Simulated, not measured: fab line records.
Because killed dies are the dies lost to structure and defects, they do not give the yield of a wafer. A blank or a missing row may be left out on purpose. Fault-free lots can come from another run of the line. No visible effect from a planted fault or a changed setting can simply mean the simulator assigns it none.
fab line records | flow berkeley_cmos170
record: lots: 14 wafers: 42 last_day: 14
route steps=331 shown NVT@111 SILICIDE@211 V2@304 M3@330
lots untouched by any fault: they come from a run of this same line in which no faults occurred
start_h: hours from the record's first day to the start of the lot's first wafer shown | wait_h: hours since the lot's step before | " the same as in the row above | L1.1+2: several wafers, shown together as one row | - value missing, or start not given | * or withheld: withheld | < > ~ a bound
route shown NAME@n: a module of which the file shows steps, and the number in the route of the first | usual: mean/standard deviation taken from wafers without a fault | same: alike in all rows | chamber/n: place in a boat | sites: readings site by site | _std_site: their standard deviation | _edge_site: mean of outer sites minus mean of inner sites | radius_mm: for every site, how far away it sits from the centre of the wafer | mask NAME#n: copy n | behind: tool/chamber where the wafer was last shaped | hold: the reason the lot was held/the length of the hold in hours/how it ended | device: whichever transistor did not switch (one of n, p or np) | end of line: the route-end tests of the same wafers | a step with no rows: only its recipe | killed: dies that structure and defects cost at the first sort, which is not the same as the wafer's yield | map: a wafer's dies, x killed, . not, _ none there
set.NAME: the setting that was run; set.NAME@STEP: the one run at that earlier step | model.NAME: the simulator's own value behind a step, which no gauge read
one table for each step of the route and one row for each wafer, over a sample of lots
services: when a tool's chamber went out of use (start_h, in hours from the record's first day, below 0 if earlier), for how many hours, and the reason
== steps ==
step: UCB170_NVT_IMPLANT_07
recipe: species: BF2 dose_cm2: 3e+12 energy_kev: 50 tilt_deg: 7
usual: dose_ions_cm2: 3e+12/3.2e+09 end_station_pressure_torr: 4.99e-06/2.6e-07 faraday_current_uA: 9.52/0.18
columns lot.wafer tool chamber start_h wait_h dose_ions_cm2 end_station_pressure_torr faraday_current_uA
L978.1 implanter-03 0 133.88 0.0 2.998e+12 4.94e-06 9.52
L978.2 " 0 " " 3.003e+12 4.98e-06 9.36
L978.4 " 0 " " 3.004e+12 4.61e-06 9.72
L979.1 implanter-03 0 149.02 0.0 2.999e+12 5.18e-06 9.65
L979.2 " 0 " " 3.001e+12 5.31e-06 9.67
L979.4 " 0 " " 2.997e+12 5.21e-06 9.66
L980.1 implanter-03 0 158.69 0.0 4.268e+12 4.35e-06 13.54
L980.2 " 0 " " 4.259e+12 5e-06 13.90
L980.5 " 0 " " 4.265e+12 4.84e-06 13.80
L982.1 implanter-01 0 158.69 0.0 3e+12 4.83e-06 9.11
L982.2 " 0 " " 2.996e+12 4.91e-06 9.57
L982.6 " 0 " " 2.995e+12 4.79e-06 9.57
L981.1 implanter-03 0 158.84 0.1 4.256e+12 4.89e-06 13.86
L981.2 " 0 " " 4.255e+12 5.18e-06 13.35
L981.5 " 0 " " 4.256e+12 5.22e-06 13.35
L983.2 implanter-02 0 172.09 0.0 3e+12 5.18e-06 9.47
L983.3 " 0 " " 2.998e+12 4.78e-06 9.70
L983.6 " 0 " " 2.998e+12 4.88e-06 10.10
L985.2 implanter-01 0 181.83 0.0 3.001e+12 5.09e-06 9.61
L985.4 " 0 " " 3.005e+12 4.97e-06 9.65
L985.5 " 0 " " 2.999e+12 4.76e-06 9.76
L994.3 implanter-02 0 232.28 0.1 2.997e+12 4.75e-06 9.24
L994.4 " 0 " " 3.001e+12 4.76e-06 9.40
L994.6 " 0 " " 2.998e+12 5.06e-06 9.43
L993.1 implanter-03 0 232.47 0.0 3.001e+12 4.59e-06 9.40
L993.5 " 0 " " 2.997e+12 4.96e-06 9.60
L993.6 " 0 " " 3.005e+12 5.24e-06 9.59
L995.2 implanter-03 0 238.69 0.0 3.003e+12 5.19e-06 9.93
L995.3 " 0 " " 3.003e+12 5.11e-06 9.71
L995.4 " 0 " " 3.001e+12 4.96e-06 9.53
L997.3 implanter-03 0 247.82 0.1 3.001e+12 5.1e-06 9.53
L997.5 " 0 " " 3.002e+12 4.82e-06 9.61
L997.6 " 0 " " 3.006e+12 4.38e-06 9.44
L996.1 implanter-02 0 248.04 0.0 3.004e+12 5.38e-06 9.59
L996.3 " 0 " " 3e+12 4.33e-06 9.55
L996.4 " 0 " " 2.998e+12 5.18e-06 9.64
L999.2 implanter-01 0 263.19 0.0 2.997e+12 5.14e-06 9.52
L999.4 " 0 " " 2.998e+12 5.06e-06 9.25
L999.6 " 0 " " 2.993e+12 4.8e-06 9.87
L998.3 implanter-03 0 263.90 0.1 2.998e+12 4.8e-06 9.37
L998.5 " 0 " " 2.996e+12 5.35e-06 9.39
L998.6 " 0 " " 2.996e+12 5.16e-06 9.44
step: UCB170_NVT_TW_MEAS_09
usual: NVT_TW: 523/4.7
columns lot.wafer tool chamber start_h wait_h NVT_TW
L978.1 film_metro-02 - 134.13 0.1 517
L978.2 " - " " 517
L978.4 " - " " 515
L979.1 film_metro-02 - 149.27 0.1 517
L979.2 " - " " 516
L979.4 " - " " 514
L980.1 film_metro-03 - 158.94 0.1 590
L980.2 " - " " 589
L980.5 " - " " 589
L982.1 film_metro-01 - 158.94 0.1 521
L982.2 " - " " 523
L982.6 " - " " 522
L981.1 film_metro-02 - 159.09 0.1 574
L981.2 " - " " 576
L981.5 " - " " 577
L983.2 film_metro-03 - 172.32 0.1 528
L983.3 " - " " 526
L983.6 " - " " 528
L985.2 film_metro-03 - 182.06 0.1 526
L985.4 " - " " 529
L985.5 " - " " 527
L994.3 film_metro-03 - 232.50 0.1 529
L994.4 " - " " 525
L994.6 " - " " 527
L993.1 film_metro-02 - 232.72 0.1 518
L993.5 " - " " 519
L993.6 " - " " 519
L995.2 film_metro-03 - 238.92 0.1 527
L995.3 " - " " 528
L995.4 " - " " 525
L997.3 film_metro-03 - 248.04 0.1 530
L997.5 " - " " 532
L997.6 " - " " 532
L996.1 film_metro-02 - 248.29 0.1 520
L996.3 " - " " 520
L996.4 " - " " 523
L999.2 film_metro-03 - 263.42 0.1 530
L999.4 " - " " 529
L999.6 " - " " 529
L998.3 film_metro-01 - 264.12 0.1 522
L998.5 " - " " 523
L998.6 " - " " 524
step: UCB170_SILICIDE_SPUTTER_01
recipe: material: Ti target_thk_nm: 30 time_s: 25 power_w: 1480 chamber_pressure_pa: 0.5
usual: throttle_valve_pct: 30.1/0.57
columns lot.wafer tool chamber start_h wait_h throttle_valve_pct
L978.1 pvd_sputter-04 - 177.23 0.0 29.1
L978.2 " - " " 30.0
L978.4 " - " " 29.7
L979.1 pvd_sputter-04 - 190.46 0.0 28.4
L979.2 " - " " 29.0
L979.4 " - " " 30.3
L981.1 pvd_sputter-01 - 195.01 0.0 30.6
L981.2 " - " " 30.4
L981.5 " - " " 30.5
L982.1 pvd_sputter-04 - 195.46 0.0 28.9
L982.2 " - " " 29.6
L982.6 " - " " 30.2
L980.1 pvd_sputter-03 - 195.83 0.0 30.1
L980.2 " - " " 30.8
L980.5 " - " " 29.8
L983.2 pvd_sputter-03 - 205.88 0.0 30.7
L983.3 " - " " 30.8
L983.6 " - " " 31.1
L985.2 pvd_sputter-03 - 220.11 0.0 30.0
L985.4 " - " " 30.6
L985.5 " - " " 30.1
L994.3 pvd_sputter-01 - 271.20 0.0 30.2
L994.4 " - " " 30.5
L994.6 " - " " 30.4
L993.1 pvd_sputter-03 - 271.82 0.0 30.9
L993.5 " - " " 30.2
L993.6 " - " " 30.8
L995.2 pvd_sputter-04 - 280.62 0.0 28.5
L995.3 " - " " 29.1
L995.4 " - " " 30.1
L996.1 pvd_sputter-01 - 280.76 0.0 30.5
L996.3 " - " " 29.6
L996.4 " - " " 30.5
L997.3 pvd_sputter-03 - 281.07 0.0 29.9
L997.5 " - " " 30.8
L997.6 " - " " 29.8
L999.2 pvd_sputter-01 - 304.19 0.0 29.9
L999.4 " - " " 30.3
L999.6 " - " " 30.4
L998.3 pvd_sputter-03 - 304.44 0.0 30.8
L998.5 " - " " 30.8
L998.6 " - " " 29.9
step: UCB170_V2_CD_MEAS_12
recipe: target_cd_nm: 700
usual: cd_nm: 699.6/1.3
columns lot.wafer tool chamber start_h wait_h cd_nm
L978.1 cd_sem-01 - 195.16 - 698.9
L978.2 " - " " 698.9
L978.4 " - " " 698.5
L979.1 cd_sem-02 - 205.77 - 699.2
L979.2 " - " " 698.9
L979.4 " - " " 697.7
L981.1 cd_sem-01 - 210.36 - 700.3
L981.2 " - " " 700.0
L981.5 " - " " 699.6
L982.1 cd_sem-01 - 212.72 - 700.6
L982.2 " - " " 701.1
L982.6 " - " " 701.0
L980.1 cd_sem-01 - 213.00 - 699.3
L980.2 " - " " 698.6
L980.5 " - " " 698.4
L983.2 cd_sem-02 - 221.72 - 700.2
L983.3 " - " " 699.4
L983.6 " - " " 699.5
L985.2 cd_sem-01 - 236.24 - 698.1
L985.4 " - " " 699.0
L985.5 " - " " 698.3
L994.3 cd_sem-02 - 291.53 - 701.1
L994.4 " - " " 702.5
L994.6 " - " " 701.2
L993.1 cd_sem-01 - 294.39 - 700.5
L993.5 " - " " 700.0
L993.6 " - " " 700.1
L995.2 cd_sem-01 - 305.05 - 700.4
L995.3 " - " " 699.9
L995.4 " - " " 701.6
L996.1 cd_sem-01 - 305.67 - 698.7
L996.3 " - " " 700.6
L996.4 " - " " 700.9
L997.3 cd_sem-01 - 306.39 - 699.5
L997.5 " - " " 699.5
L997.6 " - " " 699.1
L999.2 cd_sem-01 - 320.28 - 698.5
L999.4 " - " " 699.3
L999.6 " - " " 700.1
L998.3 cd_sem-01 - 321.93 - 695.0
L998.5 " - " " 696.2
L998.6 " - " " 697.1
step: UCB170_M3_BOW_MEAS_20
recipe: mode: bow
usual: M3_BOW: 36/7
columns lot.wafer tool chamber start_h wait_h M3_BOW[um]
L978.1 film_metro-02 - 198.61 0.1 32
L978.2 " - " " 47
L978.4 " - " " 29
L979.1 film_metro-02 - 208.96 0.1 33
L979.2 " - " " 49
L979.4 " - " " 32
L981.1 film_metro-04 - 213.58 0.1 37
L981.2 " - " " 42
L981.5 " - " " 40
L982.1 film_metro-02 - 215.96 0.1 42
L982.2 " - " " 28
L982.6 " - " " 34
L980.1 film_metro-02 - 216.50 0.1 40
L980.2 " - " " 37
L980.5 " - " " 28
L983.2 film_metro-01 - 226.04 0.1 28
L983.3 " - " " 39
L983.6 " - " " 27
L985.2 film_metro-01 - 239.94 0.1 33
L985.4 " - " " 38
L985.5 " - " " 40
L994.3 film_metro-04 - 295.87 0.1 31
L994.4 " - " " 26
L994.6 " - " " 37
L993.1 film_metro-04 - 297.58 0.1 35
L993.5 " - " " 27
L993.6 " - " " 37
L995.2 film_metro-04 - 308.87 0.1 40
L995.3 " - " " 41
L995.4 " - " " 39
L996.1 film_metro-01 - 309.59 0.1 40
L996.3 " - " " 45
L996.4 " - " " 43
L997.3 film_metro-01 - 310.44 0.1 37
L997.5 " - " " 38
L997.6 " - " " 46
L999.2 film_metro-02 - 324.06 0.1 31
L999.4 " - " " 41
L999.6 " - " " 28
L998.3 film_metro-02 - 327.60 0.1 36
L998.5 " - " " 34
L998.6 " - " " 42
== services ==
columns tool chamber start_h hours kind
implanter-03 - 111.84 1.8 repair
implanter-01 - 114.33 4.3 repair
pvd_sputter-01 - 120.44 1.3 repair
implanter-02 - 144.76 21.1 pm
pvd_sputter-03 - 168.62 5.2 repair
implanter-02 - 195.92 1.8 repair
implanter-02 - 217.74 4.8 pm
pvd_sputter-01 - 257.55 5.3 repair
pvd_sputter-04 - 263.17 1.3 repair
implanter-03 - 272.68 4.1 pm
implanter-03 - 278.30 7.5 repair
implanter-02 - 298.05 0.8 repair
pvd_sputter-04 - 303.14 3.3 repair
== key ==
first_sign: step: UCB170_NVT_IMPLANT_07 reading: dose_ions_cm2 direction: up sigmas: 99+ usual: 3e+12 struck: 4.26e+12
effect: step: UCB170_NVT_IMPLANT_07 reading: faraday_current_uA direction: up sigmas: 23 usual: 9.52 struck: 13.63
effect: step: UCB170_NVT_TW_MEAS_09 reading: NVT_TW direction: up sigmas: 13 usual: 523 struck: 583
met_at UCB170_NVT_IMPLANT_07
struck_lots L980,L981
tester_left_out L980,L981
not_acting_at UCB170_SILICIDE_SPUTTER_01,UCB170_V2_CD_MEAS_12,UCB170_M3_BOW_MEAS_20
fault: kind: process_parameter_drift tool: implanter-03 chamber: - onset_h: 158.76 steps: UCB170_NVT_IMPLANT_07 channel: dose_cm2 offset: 1.26e+12 shape: step end_h: 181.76 acts_in: these_recipes_only stated: 3e+12
tester_left_out: of these lots the tester's yield and bins aren't shown, on N5 and GAA mostly nor the transistor test; their killed dies are dies lost to structure and defects alone, not to doping, threshold or leakage, so they don't give the yield
